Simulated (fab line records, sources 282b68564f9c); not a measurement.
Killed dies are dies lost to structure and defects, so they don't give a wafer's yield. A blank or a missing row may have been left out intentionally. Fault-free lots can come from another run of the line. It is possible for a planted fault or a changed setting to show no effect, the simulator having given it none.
Which tool did it? / flow rit_cmos / 16 lots with 48 wafers sampled at 2 steps, on a route of 202 steps

== WHAT THE GAUGES SHOWED, per wafer ==
RIT_NLDD_OVL_MEAS_06.
lot=L340; measured=day 2 23:09; on=overlay-01; NLDD_OVL (nm)=-0.1 -0.9 -1.1
lot=L341; measured=day 3 01:02; on=overlay-01; NLDD_OVL (nm)=-1.0 -1.0 -0.4
lot=L342; measured=day 3 09:05; on=overlay-01; NLDD_OVL (nm)=1.0 1.1 1.9
lot=L343; measured=day 3 15:29; on=overlay-01; NLDD_OVL (nm)=1.0 1.3 -0.5
lot=L344; measured=day 3 22:46; on=overlay-01; NLDD_OVL (nm)=0.8 1.2 1.0
lot=L345; measured=day 4 00:45; on=overlay-02; NLDD_OVL (nm)=0.3 -2.1 -1.1
lot=L346; measured=day 4 01:50; on=overlay-01; NLDD_OVL (nm)=-0.4 -1.4 2.1
lot=L347; measured=day 4 05:22; on=overlay-01; NLDD_OVL (nm)=0.4 1.4 1.9
lot=L348; measured=day 4 09:48; on=overlay-01; NLDD_OVL (nm)=-0.4 -0.4 0.4
lot=L352; measured=day 5 06:10; on=overlay-01; NLDD_OVL (nm)=- - -
lot=L353; measured=day 5 10:11; on=overlay-02; NLDD_OVL (nm)=- - -
lot=L354; measured=day 5 16:59; on=overlay-01; NLDD_OVL (nm)=- - -
lot=L355; measured=day 5 21:28; on=overlay-01; NLDD_OVL (nm)=- - -
lot=L356; measured=day 6 02:26; on=overlay-01; NLDD_OVL (nm)=-2.1 -1.1 -1.4
lot=L359; measured=day 6 16:57; on=overlay-01; NLDD_OVL (nm)=1.7 -0.1 1.7
lot=L362; measured=day 7 08:53; on=overlay-02; NLDD_OVL (nm)=1.1 -1.8 0.3

== EACH LOT AND THE TOOL THAT RAN IT (in order: tool; ch and the chambers of the sampled wafers; start) ==
lot=L340; RIT_NLDD_EXPOSE_03=iline_stepper-01 ch 0, day 2 22:47
lot=L341; RIT_NLDD_EXPOSE_03=iline_stepper-01 ch 0, day 3 00:38
lot=L342; RIT_NLDD_EXPOSE_03=iline_stepper-02 ch 0, day 3 08:35
lot=L343; RIT_NLDD_EXPOSE_03=iline_stepper-01 ch 0, day 3 15:05
lot=L344; RIT_NLDD_EXPOSE_03=iline_stepper-01 ch 0, day 3 22:23
lot=L345; RIT_NLDD_EXPOSE_03=iline_stepper-02 ch 0, day 4 00:22
lot=L346; RIT_NLDD_EXPOSE_03=iline_stepper-02 ch 0, day 4 01:28
lot=L347; RIT_NLDD_EXPOSE_03=iline_stepper-01 ch 0, day 4 04:47
lot=L348; RIT_NLDD_EXPOSE_03=iline_stepper-01 ch 0, day 4 09:24
lot=L352; RIT_NLDD_EXPOSE_03=iline_stepper-02 ch 0, day 5 05:46
lot=L353; RIT_NLDD_EXPOSE_03=iline_stepper-02 ch 0, day 5 09:49
lot=L354; RIT_NLDD_EXPOSE_03=iline_stepper-02 ch 0, day 5 16:35
lot=L355; RIT_NLDD_EXPOSE_03=iline_stepper-02 ch 0, day 5 21:05
lot=L356; RIT_NLDD_EXPOSE_03=iline_stepper-01 ch 0, day 6 02:03
lot=L359; RIT_NLDD_EXPOSE_03=iline_stepper-01 ch 0, day 6 16:33
lot=L362; RIT_NLDD_EXPOSE_03=iline_stepper-01 ch 0, day 7 08:29
- RIT_NLDD_EXPOSE_03: exposes mask M7, target cd 40700 nm.

== AS READ BY THE TOOLS THEMSELVES (means over the sampled wafers that have a number; for cases with no such wafer, the mark the record gives instead) ==
RIT_NLDD_EXPOSE_03.
lot=L340; tool=iline_stepper-01; reticle_temp_C (C)=22.95
lot=L341; tool=iline_stepper-01; reticle_temp_C (C)=22.91
lot=L342; tool=iline_stepper-02; reticle_temp_C (C)=22.96
lot=L343; tool=iline_stepper-01; reticle_temp_C (C)=22.98
lot=L344; tool=iline_stepper-01; reticle_temp_C (C)=23.00
lot=L345; tool=iline_stepper-02; reticle_temp_C (C)=23.02
lot=L346; tool=iline_stepper-02; reticle_temp_C (C)=23.04
lot=L347; tool=iline_stepper-01; reticle_temp_C (C)=22.85
lot=L348; tool=iline_stepper-01; reticle_temp_C (C)=23.05
lot=L352; tool=iline_stepper-02; reticle_temp_C (C)=23.02
lot=L353; tool=iline_stepper-02; reticle_temp_C (C)=22.92
lot=L354; tool=iline_stepper-02; reticle_temp_C (C)=22.98
lot=L355; tool=iline_stepper-02; reticle_temp_C (C)=22.97
lot=L356; tool=iline_stepper-01; reticle_temp_C (C)=22.91
lot=L359; tool=iline_stepper-01; reticle_temp_C (C)=22.96
lot=L362; tool=iline_stepper-01; reticle_temp_C (C)=22.99

== THE ANSWER, worked out from the rows above alone ==
Rule: what is usual is taken from the lots themselves. Put in order of their means at a reading, lots are off if they are a third of the lots or fewer, leave a main group of 4 or more, and stand apart from it by a gap of 3 or more times the standard deviation of the main group's means; of several such gaps the widest counts. A main group whose means are all the same, to the digits that the tables above print for the reading, isn't used. Also off: a lot with no number at a reading for which 4 or more lots have one. Where the step has rows for the other lots, those lots are counted as sound. The gauges are gone through in route order, then the tools' own readings, and for those a lot's mean is taken as printed above. At the first step where some lot is off, the reading lying furthest off is the one used; lots without a number count as furthest.
Off: L352, L353, L354, L355, seen at RIT_NLDD_OVL_MEAS_06 (NLDD_OVL). Without a number there: L352, L353, L354, L355. Mean 0.1 nm and standard deviation 0.92 in the main group.
A tool fits if, at a process step before that reading, it ran every lot that is off, and no sound lot after the first of them. Gauges at RIT_NLDD_OVL_MEAS_06: tried the same way as those tools. One candidate fits, namely iline_stepper-02 at RIT_NLDD_EXPOSE_03. A fault onset in the window from L346 (day 4 01:28, its last sound lot) to L352 (day 5 05:46, its first lot off) fits.

== WHAT THE SIMULATOR PUT IN ==
Scanner matching overlay: iline_stepper-02, from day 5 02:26 on, at RIT_NLDD_EXPOSE_03. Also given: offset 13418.
Shown lots that were struck: L352, L353, L354, L355. The rule above found the same.
